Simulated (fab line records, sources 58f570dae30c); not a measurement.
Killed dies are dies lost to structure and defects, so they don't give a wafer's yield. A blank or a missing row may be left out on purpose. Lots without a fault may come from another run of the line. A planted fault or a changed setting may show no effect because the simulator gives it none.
A struck lot beside a sound one | flow berkeley_cmos170 | 16 steps out of a route of 331
Sound: wafers L632.3, L632.4, L632.5. Struck: wafers L649.3, L649.5. (L649.6 of the same lot was not struck and is left out.) The cause comes at the end.
At each step with rows: each side's tool, then ch and its chambers, then its first start. Under that, the readings that differ: sound wafers | struck wafers | difference of the means | sigmas: that difference in standard deviations of wafers without a fault.
alike: readings whose means differ by less than 2 such deviations, and words and numbers that are the same on both sides. not compared: withheld readings, readings that some wafer has no value for, bounds like >300 that may hide the same value, and numbers for which the record gives no deviation and whose values overlap.
The two part at a step that has a row with sigmas, a row that says differs or no value, or rows on one side only. Numbers that don't overlap but have no deviation are shown without sigmas and don't part them. A reading that every wafer of one side lacks parts them only if that side has two wafers or more.

first, 1 step without rows for these wafers: UCB170_M2_SOFTBAKE_06 (time 60 s).
UCB170_M2_STRIP_07: strips in O2.
  sound on plasma_asher-03 ch 0,1, day 7 23:38; struck on plasma_asher-03 ch 1, day 11 04:58
  alike: chamber_pressure_mTorr, drypump_motor_current_A, oes_product_au, strip_time_to_endpoint_s
  not compared: rf_hours_counter_h
then, 7 steps without rows for these wafers: UCB170_M2_STRIP_08 (strips KrF in DMSO, time 600 s); UCB170_M2_COAT_09; UCB170_M2_COAT_10 (resist thk 900 nm); UCB170_M2_SOFTBAKE_11 (time 60 s); UCB170_M2_EXPOSE_12 (exposes mask METAL2, target cd 700 nm); UCB170_M2_PEB_13; UCB170_M2_DEVELOP_14 (develop time 45 s).
UCB170_M2_CD_MEAS_15: target cd 700 nm.
  sound on cd_sem-01, day 8 01:05; struck on cd_sem-02, day 11 06:17
  alike: cd_nm
UCB170_M2_OVL_MEAS_16:
  sound on overlay-02, day 8 01:11; struck on overlay-02, day 11 06:23
  reading     | sound    | struck | difference | sigmas
  M2_OVL (nm) | -4 -7 -5 | 7 10   | +14        | +2
UCB170_M2_ETCH_17: etches BARC in N2/H2.
  sound on rie_diel-02 ch 0,1,2, day 8 01:12; struck on rie_diel-02 ch 2, day 11 06:25
  alike: bias_w, chamber_pressure_mTorr, drypump_motor_current_A, n2_flow_sccm, oes_product_au, throttle_valve_pct
UCB170_M2_METAL_ETCH_18: etches Al in Cl2/BCl3, stops on SiO2, target depth 1170 nm, time 201.3 s.
  sound on rie_metal-03 ch 0,1, day 8 01:19; struck on rie_metal-03 ch 0, day 11 06:31
  reading                             | sound             | struck      | difference | sigmas
  oes_product_au (a.u.)               | 0.852 0.837 0.848 | 0.779 0.784 | -0.064     | -5
  model.KrF_of_M2_COAT_10.thk_nm (nm) | 188.2 200 203.7   | 445.5 442.1 | +246.5     |
  model.M2.feature_depth_nm (nm)      | 947.6 946 953     | 768.8 772.4 | -178.3     |
  model.etch.depth_nm (nm)            | 889.3 888.8 895.8 | 768.8 772.4 | -120.7     |
  alike: chamber_pressure_mTorr, drypump_motor_current_A, throttle_valve_pct
  not compared: bias_w, rf_hours_counter_h
UCB170_M2_STRIP_19: strips in O2.
  sound on plasma_asher-03 ch 0,1, day 8 01:28; struck on plasma_asher-02 ch 0,1, day 11 06:40
  reading               | sound             | struck      | difference | sigmas
  oes_product_au (a.u.) | 0.514 0.536 0.532 | 0.723 0.725 | +0.197     | +15
  alike: chamber_pressure_mTorr, drypump_motor_current_A
  not compared: rf_hours_counter_h
UCB170_M2_CD_MEAS_90: target cd 700 nm.
  sound on cd_sem-01, day 8 01:34; struck on cd_sem-02, day 11 06:47
  reading    | sound             | struck      | difference | sigmas
  cd_nm (nm) | 698.4 700.8 700.2 | 716.1 712.4 | +14.5      | +5
UCB170_V2_CVD_00: deposits SiO2 from TEOS/O2, target thk 2000 nm, time 250 s.
  the record has rows for the sound wafers here (pecvd-01 ch 0,2, day 8 01:39) and none for the struck ones

WHERE THEY PART
First at UCB170_M2_OVL_MEAS_16; last, within this record, at UCB170_V2_CVD_00.

WHY: what the simulator had put in
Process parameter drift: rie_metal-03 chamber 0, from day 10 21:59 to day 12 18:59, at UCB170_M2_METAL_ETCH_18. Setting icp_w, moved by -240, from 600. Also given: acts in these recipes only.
